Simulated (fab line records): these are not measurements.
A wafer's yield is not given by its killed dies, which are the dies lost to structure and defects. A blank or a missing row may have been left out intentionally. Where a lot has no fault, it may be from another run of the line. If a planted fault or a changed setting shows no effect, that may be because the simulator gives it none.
A lot that was struck, set against a sound lot + flow rit-cmos + 43 out of 202 route steps
Sound: these wafers, L674.1, L674.4, L674.5. Wafers struck: L688.1, L688.4, L688.6. At the end, the cause is stated.
Each step with rows lists, per side, the tool, then ch with its chambers, then its first start. Under that, the readings that differ: sound wafers + struck wafers + difference of the means + sigmas: that difference in standard deviations of wafers without a fault.
alike: readings whose means differ by less than 2 such deviations, and words and numbers that are the same on both sides. not compared: withheld readings, readings that some wafer has no value for, bounds like >300 that may hide the same value, and numbers for which the record gives no deviation and whose values overlap.
Wherever a step has rows on one side only, a row that says differs or no value, or a row with sigmas, the two part there. Non-overlapping numbers with no deviation appear without sigmas and do not part them. A reading that every wafer of one side lacks parts them only if that side has two wafers or more.

first, 1 step without rows for these wafers: RIT_PRETRO_IMPLANT_08.
RIT_PRETRO_STRIP_09: strips in O2, time 180 s.
  sound on plasma-asher-03 ch 1, day 3 19:37; struck on plasma-asher-03 ch 0,1, day 6 16:07
  alike: drypump-motor-current-A
  not compared: rf-hours-counter-h
RIT_PRETRO_TW_MEAS_10:
  sound on film-metro-04 at day 3 19:48; struck on film-metro-03 at day 6 16:17
  alike: PRETRO_TW
then, 5 steps without rows for these wafers: RIT_GATE_WET_ETCH_00 (etches SiO2 in BOE, target depth 56 nm, time 60 s); RIT_GATE_CLEAN_01 (cleans in SC1, time 600 s); RIT_GATE_CLEAN_02 (cleans in dHF, time 30 s); RIT_GATE_CLEAN_03 (cleans in SC2, time 600 s); RIT_GATE_CLEAN_04 (cleans in dHF, time 60 s).
RIT_FOX2_THK_MEAS_91:
  sound on film-metro-04 at day 3 20:16; struck on film-metro-04 at day 6 16:47
  alike: FIELD_OXIDE_LEFT_2_THK
then, 2 steps without rows for these wafers: RIT_GATE_OXIDATION_05 (target thk 3 nm, ox time 270 s); RIT_GATE_ANNEAL_06 (time 600 s).
RIT_GATE_THK_MEAS_07:
  sound on film-metro-03 at day 3 21:48; struck on film-metro-01 at day 6 19:38
  alike: GATE_OXIDE_THK
RIT_GATE_CVD_08: deposits poly-Si from SiH4, target thk 250 nm, time 2220 s.
  sound on lpcvd-01 ch 1, day 3 23:19; struck on lpcvd-01 ch 0, day 6 19:41
| reading                                  | sound                | struck               | difference | sigmas |
|------------------------------------------|----------------------|----------------------|------------|--------|
| spike-tc-centre-C (C)                    | 612.7 611.9 611.4    | 609.5 609.2 608.5    | -2.9       | -2     |
| susceptor-temp-C (C)                     | 610.27 610.33 610.65 | 605.85 605.58 605.21 | -4.87      | -17    |
| model.poly-Si_of_GATE_CVD_08.thk-nm (nm) | 248.6 250.3 250.6    | 224.8 225.2 223.2    | -25.4      |        |
RIT_GATE_THK_MEAS_09:
  sound on film-metro-04 at day 4 00:56; struck on film-metro-01 at day 6 21:32
| reading            | sound             | struck            | difference | sigmas |
|--------------------|-------------------|-------------------|------------|--------|
| GATE_POLY_THK (nm) | 248.6 250.0 250.7 | 224.8 225.3 223.3 | -25.3      | -12    |
  not compared: hold
then, 5 steps without rows for these wafers: RIT_GATE_COAT_11 (resist thk 850 nm); RIT_GATE_SOFTBAKE_12 (time 60 s); RIT_GATE_EXPOSE_13 (exposes mask M6, target cd 150 nm); RIT_GATE_PEB_14; RIT_GATE_DEVELOP_15 (develop time 50 s).
RIT_GATE_CD_MEAS_16 targets a cd of 150 nm.
  sound on cd-sem-01 at day 4 01:51; struck on cd-sem-01 at day 7 00:02
  alike: cd-nm
RIT_GATE_OVL_MEAS_17:
  sound on overlay-01 at day 4 01:58; struck on overlay-01 at day 7 00:09
  alike: GATE_OVL
then, 1 step without rows for these wafers: RIT_GATE_HARDBAKE_18 (time 60 s).
RIT_GATE_ETCH_19: etches poly-Si in SF6/CHF3/O2, stops on SiO2, time 165 s, target depth 312.5 nm.
  sound on rie-si-01 ch 0,1,2, day 4 02:10; struck on rie-si-01 ch 1,2, day 7 00:22
| reading                          | sound             | struck            | difference | sigmas |
|----------------------------------|-------------------|-------------------|------------|--------|
| oes-product-au (a.u.)            | 0.844 0.826 0.830 | 0.768 0.787 0.792 | -0.051     | -4     |
| model.etch.depth-nm (nm)         | 248.6 250.3 250.6 | 224.8 225.2 223.2 | -25.4      |        |
| model.GATE.feature-depth-nm (nm) | 248.6 250.3 250.6 | 224.8 225.2 223.2 | -25.4      |        |
  alike: drypump-motor-current-A, throttle-valve-pct
  not compared: rf-hours-counter-h
RIT_GATE_STRIP_20: strips in O2, time 180 s.
  sound on plasma-asher-02 ch 0,1, day 4 02:16; struck on plasma-asher-04 ch 0,1, day 7 00:28
  alike: drypump-motor-current-A
  not compared: rf-hours-counter-h
RIT_GATE_CD_MEAS_90 targets a cd of 150 nm.
  sound on cd-sem-02 at day 4 02:26; struck on cd-sem-01 at day 7 00:38
  alike: cd-nm
then, 4 steps without rows for these wafers: RIT_REOX_CLEAN_00 (cleans in SC1, time 600 s); RIT_REOX_CLEAN_01 (cleans in dHF, time 30 s); RIT_REOX_CLEAN_02 (cleans in SC2, time 600 s); RIT_REOX_OXIDATION_03 (target thk 25.2 nm, ox time 5580 s).
RIT_REOX_THK_MEAS_04:
  sound on film-metro-01 at day 4 05:38; struck on film-metro-02 at day 7 04:35
  alike: REOX_OXIDE_THK
then, 6 steps without rows for these wafers: RIT_NLDD_HMDS_00 (prime time 60 s); RIT_NLDD_COAT_01 (resist thk 1000 nm); RIT_NLDD_SOFTBAKE_02 (time 60 s); RIT_NLDD_EXPOSE_03 (exposes mask M7, target cd 40700 nm); RIT_NLDD_PEB_04; RIT_NLDD_DEVELOP_05 (develop time 50 s).
RIT_NLDD_OVL_MEAS_06:
  sound on overlay-01 at day 4 06:54; struck on overlay-02 at day 7 06:20
  alike: NLDD_OVL
then, 2 steps without rows for these wafers: RIT_NLDD_HARDBAKE_07 (time 60 s); RIT_NLDD_IMPLANT_08.
RIT_NLDD_STRIP_09: strips in O2, time 180 s.
  sound on plasma-asher-03 ch 0, day 4 07:14; struck on plasma-asher-01 ch 0,1, day 7 07:06
  alike: drypump-motor-current-A
  not compared: rf-hours-counter-h
RIT_NLDD_TW_MEAS_10:
  sound on film-metro-01 at day 4 07:25; struck on film-metro-01 at day 7 07:16
  alike: NLDD_TW
RIT_SDANNEAL_CLEAN_02: cleans in SC2, time 600 s.
  sound on wet-bench-02 ch 2, day 4 14:49; struck on wet-bench-01 ch 1, day 7 15:37
| reading                                  | sound             | struck            | difference | sigmas |
|------------------------------------------|-------------------|-------------------|------------|--------|
| model.poly-Si_of_GATE_CVD_08.thk-nm (nm) | 160.4 163.4 163.5 | 136.3 138.2 136.1 | -25.6      |        |
  alike: temp-c
RIT_M1_PROBE_99:
  rows exist in the record for the struck wafers here (prober-02, day 7 23:34), but not for the sound ones

WHERE THEY PART
Last at RIT_M1_PROBE_99 as far as this record goes, first at RIT_GATE_CVD_08.

WHY: what had been put in by the simulator
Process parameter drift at RIT_GATE_CVD_08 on lpcvd-01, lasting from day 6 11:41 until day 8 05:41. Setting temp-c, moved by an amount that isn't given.
